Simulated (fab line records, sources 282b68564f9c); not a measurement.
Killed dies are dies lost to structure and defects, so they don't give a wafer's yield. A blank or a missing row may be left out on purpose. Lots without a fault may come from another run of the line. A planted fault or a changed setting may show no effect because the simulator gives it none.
Chamber matching | flow rit_cmos | RIT_SPACER_ETCHBACK_05 on rie_diel-03: 4 sister chambers
The step etches Si3N4 in SF6/CHF3, stops on SiO2, target depth 250 nm, time 240 s. 14 wafers are shown with their chamber, then 7 later ones without.

WAFERS WITH THEIR CHAMBER
wafer  | chamber | throttle_valve_pct (%) | drypump_motor_current_A (A) | oes_product_au (a.u.)
L183.1 | 0       | 10.62                  | 5.3                         | 0.842
L183.5 | 2       | 10.11                  | 6.1                         | 0.823
L183.6 | 3       | 10.50                  | 5.4                         | 0.833
L184.1 | 1       | 10.28                  | 5.5                         | 0.869
L184.4 | 2       | 10.13                  | 6.1                         | 0.834
L184.6 | 3       | 10.51                  | 5.5                         | 0.831
L185.1 | 3       | 10.51                  | 5.5                         | 0.822
L185.4 | 2       | 10.10                  | 6.1                         | 0.813
L185.6 | 2       | 10.11                  | 6.1                         | 0.816
L194.1 | 2       | 10.11                  | 6.1                         | 0.823
L194.3 | 3       | 10.51                  | 5.5                         | 0.815
L194.4 | 1       | 10.27                  | 5.5                         | 0.841
L197.2 | 2       | 10.12                  | 6.1                         | 0.827
L197.5 | 1       | 10.27                  | 5.6                         | 0.836

SIGNATURES (means of the wafers above)
reading                 | chamber 0 | chamber 1 | chamber 2 | chamber 3 | scatter within a chamber
throttle_valve_pct      | 10.6200   | 10.2733   | 10.1133   | 10.5075   | 0.00822
drypump_motor_current_A | 5.300     | 5.533     | 6.100     | 5.475     | 0.0376
oes_product_au          | 0.84200   | 0.84867   | 0.82267   | 0.82525   | 0.0106
Rule: a wafer's distance from a chamber is the root of the sum, over the readings, of the square of ((its reading less the chamber's mean) divided by the reading's scatter). The wafer belongs to the nearest chamber; if the next one is less than 2 further off, it can't be placed. The scatter: the root of (the sum of the squares of (reading less its chamber's mean) over the shown wafers, divided by (wafers less chambers)).

WAFERS WITHOUT THEIR CHAMBER
wafer  | throttle_valve_pct (%) | drypump_motor_current_A (A) | oes_product_au (a.u.)
L197.6 | 10.62                  | 5.3                         | 0.841
L199.1 | 10.52                  | 5.4                         | 0.839
L199.2 | 10.60                  | 5.3                         | 0.847
L199.3 | 10.12                  | 6.1                         | 0.830
L203.1 | 10.52                  | 5.5                         | 0.822
L203.2 | 10.11                  | 6.1                         | 0.825
L203.4 | 10.61                  | 5.3                         | 0.852

WHICH CHAMBER EACH WENT THROUGH
wafer  | from the rows above | in truth
L197.6 | 0                   | 0
L199.1 | 3                   | 3
L199.2 | 0                   | 0
L199.3 | 2                   | 2
L203.1 | 3                   | 3
L203.2 | 2                   | 2
L203.4 | 0                   | 0
Placed correctly: 7 of 7. Can't be placed from these rows: 0. Placed wrongly: 0.
